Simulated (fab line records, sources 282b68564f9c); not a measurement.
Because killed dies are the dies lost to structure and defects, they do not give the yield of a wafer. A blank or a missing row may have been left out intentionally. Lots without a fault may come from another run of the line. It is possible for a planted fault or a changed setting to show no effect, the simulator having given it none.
Comparing a struck lot with a sound one -- flow ritCmos -- 44 steps out of a route of 202
Sound: wafers L522.1, L522.4, L522.6. Wafers L536.4, L536.5, L536.6 were the ones struck. The cause is named last.
For every step that has rows: the tool of each side, followed by ch and its chambers, followed by its first start. Under that, the readings that differ: sound wafers -- struck wafers -- difference of the means -- sigmas: that difference in standard deviations of wafers without a fault.
alike: same words and numbers on both sides, and readings whose means sit less than 2 such deviations apart. not compared: any withheld reading, any reading some wafer has no value for, any bound like >300 that may hide the same value, and any number with overlapping values for which the record gives no deviation.
Wherever a step has rows on one side only, a row that says differs or no value, or a row with sigmas, the two part there. Numbers that have no deviation but don't overlap get no sigmas and don't part them. Lack of a reading on every wafer of one side parts them only where that side has two or more wafers.

first, 1 step without rows for these wafers: RIT_ACTIVE_DEVELOP_10 (develop time 50 s).
RIT_ACTIVE_CD_MEAS_11: the cd target is 1400 nm.
  struck on cdSem-01, day 4 18:20; sound on cdSem-02, day 1 19:26
  alike: cdNm
then, 1 step without rows for these wafers: RIT_ACTIVE_HARDBAKE_12 (time 60 s).
RIT_ACTIVE_ETCH_13: etches Si3N4 in SF6, stops on SiO2, time 210 s, target depth 210 nm.
  sound on rieDiel-04 ch 0,2,3, day 1 19:43; struck on rieDiel-04 ch 2,3, day 4 18:33
  alike: drypumpMotorCurrentA, oesProductAu, throttleValvePct
  not compared: rfHoursCounterH
RIT_ACTIVE_STRIP_14: strips in O2, time 180 s.
  sound on plasmaAsher-01 ch 0,1, day 1 19:50; struck on plasmaAsher-01 ch 0,1, day 4 18:44
  alike: drypumpMotorCurrentA, o2FlowSccm
  not compared: rfHoursCounterH
RIT_ACTIVE_CD_MEAS_90: the cd target is 1400 nm.
  struck on cdSem-01, day 4 18:55; sound on cdSem-01, day 1 20:01
  alike: cdNm
then, 4 steps without rows for these wafers: RIT_ACTIVE_CLEAN_15 (cleans in SC1, time 600 s); RIT_ACTIVE_CLEAN_16 (cleans in dHF, time 30 s); RIT_ACTIVE_CLEAN_17 (cleans in SC2, time 600 s); RIT_FOX1_OXIDATION_00 (target thk 350.7 nm, ox time 1130 s).
RIT_FOX1_THK_MEAS_01:
  struck on filmMetro-01, day 4 22:13; sound on filmMetro-04, day 1 23:16
  alike: FOX1_OXIDE_THK
then, 1 step without rows for these wafers: RIT_FOX1_WET_ETCH_02 (etches SiO2 in BOE, target depth 350 nm, time 390 s).
RIT_FOX2_OXIDATION_00: target thk 350.7 nm, ox time 1130 s.
  sound on furnace-04 ch 0, day 1 23:26; struck on furnace-03 ch 0, day 5 02:33
reading,sound,struck,difference,sigmas
spikeTcCentreC (C),1101.1 1099.3 1100.0,1103.0 1103.6 1103.9,+3.4,+2
  alike: zonePowerLoadPct
RIT_FOX2_THK_MEAS_01:
  struck on filmMetro-01, day 5 03:53; sound on filmMetro-04, day 2 00:46
reading,sound,struck,difference,sigmas
FOX2_OXIDE_THK (nm),342 347 347,525 513 526,+176,+26
RIT_FOX2_CLEAN_02: cleans in dHF, time 180 s.
  sound on wetBench-01 ch 3, day 2 00:49; struck on wetBench-01 ch 0, day 5 03:55
reading,sound,struck,difference,sigmas
model.SiO2_of_FOX2_OXIDATION_00.thkNm (nm),325 329.4 329.7,509.5 496.8 509.9,+177.4,
model.Si3N4_of_ACTIVE_CVD_03.thkNm (nm),132.5 132.7 132.9,125.6 127.6 126.1,-6.3,
RIT_FOX2_WET_ETCH_03: etches Si3N4 in H3PO4, target depth 195 nm, time 2700 s.
  sound on wetBench-03 ch 1, day 2 00:53; struck on wetBench-03 ch 0, day 5 03:59
reading,sound,struck,difference,sigmas
model.SiO2_of_FOX2_OXIDATION_00.thkNm (nm),314.2 318.7 319,499 486.2 499.4,+178,
RIT_FOX2_THK_MEAS_90:
  struck on filmMetro-03, day 5 04:46; sound on filmMetro-03, day 2 01:47
reading,sound,struck,difference,sigmas
FIELD_OXIDE_LEFT_1_THK (nm),314 319 319,499 487 499,+178,+26
then, 6 steps without rows for these wafers: RIT_NWELL_HMDS_00 (prime time 60 s); RIT_NWELL_COAT_01 (resist thk 1300 nm); RIT_NWELL_SOFTBAKE_02 (time 60 s); RIT_NWELL_EXPOSE_03 (exposes mask M2, target cd 43900 nm); RIT_NWELL_PEB_04; RIT_NWELL_DEVELOP_05 (develop time 68 s).
RIT_NWELL_OVL_MEAS_06:
  struck on overlay-01, day 5 06:04; sound on overlay-02, day 2 02:50
  alike: NWELL_OVL
then, 2 steps without rows for these wafers: RIT_NWELL_HARDBAKE_07 (time 120 s); RIT_NWELL_IMPLANT_08.
RIT_NWELL_STRIP_09: strips in O2, time 180 s.
  sound on plasmaAsher-04 ch 0,1, day 2 03:17; struck on plasmaAsher-04 ch 0,1, day 5 06:38
reading,sound,struck,difference,sigmas
o2FlowSccm (sccm),3992 3974 3976,4012 4012 4003,+28,+2
  alike: drypumpMotorCurrentA
  not compared: rfHoursCounterH
RIT_NWELL_TW_MEAS_10:
  struck on filmMetro-01, day 5 06:47; sound on filmMetro-03, day 2 03:27
reading,sound,struck,difference,sigmas
NWELL_TW,2175 2175 2177,2117 2112 2107,-64,-2
then, 6 steps without rows for these wafers: RIT_PWELL_HMDS_00 (prime time 60 s); RIT_PWELL_COAT_01 (resist thk 1300 nm); RIT_PWELL_SOFTBAKE_02 (time 60 s); RIT_PWELL_EXPOSE_03 (exposes mask M3, target cd 43700 nm); RIT_PWELL_PEB_04; RIT_PWELL_DEVELOP_05 (develop time 68 s).
RIT_PWELL_OVL_MEAS_06:
  struck on overlay-01, day 5 07:57; sound on overlay-01, day 2 04:35
  alike: PWELL_OVL
then, 2 steps without rows for these wafers: RIT_PWELL_HARDBAKE_07 (time 120 s); RIT_PWELL_IMPLANT_08.
RIT_PWELL_STRIP_09: strips in O2, time 180 s.
  sound on plasmaAsher-03 ch 0, day 2 05:01; struck on plasmaAsher-03 ch 0,1, day 5 08:45
  alike: drypumpMotorCurrentA, o2FlowSccm
  not compared: rfHoursCounterH
RIT_PWELL_TW_MEAS_10:
  struck on filmMetro-03, day 5 08:54; sound on filmMetro-03, day 2 05:12
  alike: PWELL_TW
then, 1 step without rows for these wafers: RIT_WELLDRIVE_ANNEAL_00 (time 14700 s).
RIT_WELLDRIVE_RS_MEAS_01: measures by four-point-probe.
  struck on filmMetro-02, day 5 14:11; sound on filmMetro-02, day 2 10:38
  alike: NWELL_RS
RIT_WELLDRIVE_RS_MEAS_02: measures by four-point-probe.
  struck on filmMetro-02, day 5 14:18; sound on filmMetro-02, day 2 10:46
  alike: PWELL_RS
RIT_FOX2_THK_MEAS_91:
  struck on filmMetro-03, day 5 18:44; sound on filmMetro-01, day 2 14:25
reading,sound,struck,difference,sigmas
FIELD_OXIDE_LEFT_2_THK (nm),246 250 251,432 419 432,+179,+26
RIT_M1_PROBE_99:
  struck on prober-01, day 7 01:19; sound on prober-01, day 3 21:44
  alike: killedAtFrontEnd, killedDies, killedOnRim, killedOpen, killedShort

WHERE THEY PART
Earliest at RIT_FOX2_OXIDATION_00; latest, in this record, at RIT_FOX2_THK_MEAS_91. Later steps at which nothing parts them and some readings are alike: RIT_M1_PROBE_99.

WHY: the cause the simulator had injected
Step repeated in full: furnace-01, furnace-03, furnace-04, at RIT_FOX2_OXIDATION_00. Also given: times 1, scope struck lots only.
